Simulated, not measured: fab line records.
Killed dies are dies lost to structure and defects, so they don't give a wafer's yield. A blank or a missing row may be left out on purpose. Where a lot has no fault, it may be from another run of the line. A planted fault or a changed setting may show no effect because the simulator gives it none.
Which of the tools did it? | flow rit-cmos | Sampling: 13 lots, 39 wafers, 6 of 202 route steps

WHAT THE GAUGES READ, wafer by wafer
RIT_PWELL_TW_MEAS_10.
lot  | measured    | on            | PWELL_TW
L149 | day 2 00:46 | film-metro-03 | 970 972 970
L150 | day 2 06:40 | film-metro-03 | 969 975 973
L151 | day 2 12:16 | film-metro-04 | 958 963 955
L152 | day 2 15:11 | film-metro-04 | 963 967 966
L153 | day 2 21:01 | film-metro-02 | 946 947 937
L154 | day 3 02:20 | film-metro-03 | 964 964 964
L155 | day 3 06:46 | film-metro-03 | 967 967 965
L157 | day 3 16:33 | film-metro-02 | 946 947 942
L159 | day 4 02:01 | film-metro-02 | 944 946 946
L168 | day 5 22:39 | film-metro-02 | 944 947 947
L170 | day 6 07:40 | film-metro-03 | 964 961 962
L171 | day 6 13:24 | film-metro-02 | 949 949 948
L172 | day 6 18:07 | film-metro-02 | 947 950 948

RIT_GATE_OVL_MEAS_17.
lot  | measured    | on         | GATE_OVL (nm)
L149 | day 2 16:03 | overlay-01 | 2.0 0.8 0.7
L150 | day 2 23:25 | overlay-01 | -1.0 -0.1 0.9
L151 | day 3 02:24 | overlay-01 | 1.0 0.2 0.0
L152 | day 3 05:16 | overlay-02 | 0.8 -0.5 1.2
L153 | day 3 12:31 | overlay-02 | 0.2 -0.1 -0.9
L154 | day 3 17:55 | overlay-02 | 3.2 0.8 0.7
L155 | day 3 20:54 | overlay-01 | 1.4 -1.2 -2.0
L157 | day 4 08:50 | overlay-01 | 0.9 0.6 0.4
L159 | day 4 18:14 | overlay-02 | -0.4 0.5 -2.3
L168 | day 6 13:44 | overlay-02 | 0.7 -0.1 -1.0
L170 | day 6 23:40 | overlay-02 | 0.0 0.8 1.1
L171 | day 7 06:08 | overlay-01 | -1.7 -2.1 0.5
L172 | day 7 09:34 | overlay-02 | 0.1 1.1 -0.5

RIT_SDANNEAL_RS_MEAS_04: measures by four-point-probe.
lot  | measured    | on            | PSD_RS (ohm/sq)
L149 | day 3 06:39 | film-metro-01 | 115.77 115.83 115.78
L150 | day 3 12:18 | film-metro-01 | 115.73 116.03 116.03
L151 | day 3 16:55 | film-metro-04 | 115.23 115.83 115.80
L152 | day 3 18:37 | film-metro-04 | 115.99 115.93 115.79
L153 | day 4 02:22 | film-metro-04 | 116.41 115.95 116.64
L154 | day 4 06:52 | film-metro-01 | 115.58 115.61 115.70
L155 | day 4 10:04 | film-metro-04 | 115.50 115.65 115.47
L157 | day 4 22:26 | film-metro-03 | 121.39 121.61 121.34
L159 | day 5 07:53 | film-metro-04 | 121.29 121.17 121.42
L168 | day 7 04:23 | film-metro-04 | 115.67 115.66 115.47
L170 | day 7 12:32 | film-metro-01 | 115.71 115.70 115.48
L171 | day 7 18:58 | film-metro-01 | 115.85 115.81 115.23
L172 | day 7 22:04 | film-metro-04 | 115.68 115.34 115.72

RIT_SDANNEAL_RS_MEAS_06: measures by four-point-probe.
lot  | measured    | on            | PLDD_RS (ohm/sq)
L149 | day 3 06:53 | film-metro-01 | 178.7 178.9 178.6
L150 | day 3 12:32 | film-metro-01 | 179.1 179.0 178.5
L151 | day 3 17:10 | film-metro-04 | 178.0 178.5 178.5
L152 | day 3 18:51 | film-metro-04 | 179.2 179.2 179.5
L153 | day 4 02:36 | film-metro-04 | 179.0 178.7 178.7
L154 | day 4 07:07 | film-metro-01 | 178.5 178.1 177.8
L155 | day 4 10:19 | film-metro-04 | 177.8 177.5 178.1
L157 | day 4 22:41 | film-metro-03 | 183.4 183.9 183.5
L159 | day 5 08:08 | film-metro-04 | 183.7 182.9 183.6
L168 | day 7 04:37 | film-metro-04 | 177.7 177.2 176.7
L170 | day 7 12:47 | film-metro-01 | 178.4 178.3 178.3
L171 | day 7 19:13 | film-metro-01 | 178.2 177.4 178.1
L172 | day 7 22:18 | film-metro-04 | 178.3 178.7 178.6

RIT_SILICIDE_THK_MEAS_03: measures by xrf.
lot  | measured    | on            | SILICIDE_TI_THK (nm)
L149 | day 3 07:25 | film-metro-02 | 29.0 29.4 29.5
L150 | day 3 13:04 | film-metro-02 | 30.0 30.0 30.1
L151 | day 3 17:40 | film-metro-02 | 29.9 29.8 30.4
L152 | day 3 19:22 | film-metro-02 | 30.5 29.7 30.0
L153 | day 4 03:07 | film-metro-03 | 29.7 29.4 30.1
L154 | day 4 07:38 | film-metro-02 | 29.5 29.3 29.4
L155 | day 4 10:48 | film-metro-03 | 29.2 29.6 29.2
L157 | day 4 23:11 | film-metro-02 | 29.4 29.4 29.7
L159 | day 5 08:39 | film-metro-01 | 29.8 29.5 29.5
L168 | day 7 05:08 | film-metro-01 | 29.5 29.5 29.5
L170 | day 7 13:17 | film-metro-01 | 29.5 29.7 29.3
L171 | day 7 19:43 | film-metro-02 | 29.8 29.7 29.6
L172 | day 7 22:50 | film-metro-03 | 28.8 29.0 29.0

EACH LOT AND THE TOOL THAT RAN IT (in order: tool; ch and the chambers of the sampled wafers; start)
lot  | RIT_SDANNEAL_RTA_03
L149 | rtp-anneal-01 ch 0, day 3 06:32
L150 | rtp-anneal-02 ch 0, day 3 12:15
L151 | rtp-anneal-01 ch 0, day 3 16:51
L152 | rtp-anneal-02 ch 0, day 3 18:33
L153 | rtp-anneal-01 ch 0, day 4 02:17
L154 | rtp-anneal-02 ch 0, day 4 06:49
L155 | rtp-anneal-01 ch 0, day 4 09:59
L157 | rtp-anneal-01 ch 0, day 4 22:22
L159 | rtp-anneal-01 ch 0, day 5 07:50
L168 | rtp-anneal-02 ch 0, day 7 04:19
L170 | rtp-anneal-02 ch 0, day 7 12:28
L171 | rtp-anneal-01 ch 0, day 7 18:53
L172 | rtp-anneal-02 ch 0, day 7 22:00
- RIT_SDANNEAL_RTA_03: time 5 s.

WHAT THE TOOLS THEMSELVES READ (means of the sampled wafers that have a number; where no wafer has one, the mark that the record gives instead)
RIT_SDANNEAL_RTA_03.
lot  | tool          | ramp-up-c-per-s | wafer_temp_C_max
L149 | rtp-anneal-01 | 341.99          | 1053.3
L150 | rtp-anneal-02 | 342.02          | 1053.7
L151 | rtp-anneal-01 | 341.97          | 1053.4
L152 | rtp-anneal-02 | 341.97          | 1052.8
L153 | rtp-anneal-01 | 342.05          | 1052.7
L154 | rtp-anneal-02 | 341.91          | 1053.6
L155 | rtp-anneal-01 | 342.03          | 1053.6
L157 | rtp-anneal-01 | 341.98          | 1045.1
L159 | rtp-anneal-01 | 342.00          | 1045.4
L168 | rtp-anneal-02 | 341.96          | 1052.8
L170 | rtp-anneal-02 | 341.99          | 1052.7
L171 | rtp-anneal-01 | 342.01          | 1053.4
L172 | rtp-anneal-02 | 341.96          | 1053.3

THE ANSWER, worked out from the rows above alone
Rule: the usual values come from the lots themselves. The widest of any qualifying gaps counts: lots, ordered by their means at a reading, are off when they make up no more than a third of the lots, leave a main group of 4 or more, and stand apart from it by 3 or more times the standard deviation of that group's means. If all means in a main group match to the digits the tables above print for the reading, that group is not used. Also off: a lot with no number at a reading for which 4 or more lots have one. The other lots that the step has rows for count as sound. After the gauges, taken in route order, come the tools' own readings; for these a lot's mean is taken, as printed above. At the first step where some lot is off, the reading lying furthest off is the one used; lots without a number count as furthest.
Off: L157, L159, at RIT_SDANNEAL_RS_MEAS_04 (PSD_RS). For the main group the mean is 115.74 ohm/sq and the standard deviation 0.22.
If a tool, at a process step before that reading, ran all the lots that are off and no sound lot after the first of them, it fits. Not tried: the gauges at RIT_SDANNEAL_RS_MEAS_04; whatever is off there is also off at RIT_SDANNEAL_RTA_03, on other tools, and gauge error can't account for it. Not one of the candidates tried fits.

WHAT HAD BEEN PUT IN BY THE SIMULATOR
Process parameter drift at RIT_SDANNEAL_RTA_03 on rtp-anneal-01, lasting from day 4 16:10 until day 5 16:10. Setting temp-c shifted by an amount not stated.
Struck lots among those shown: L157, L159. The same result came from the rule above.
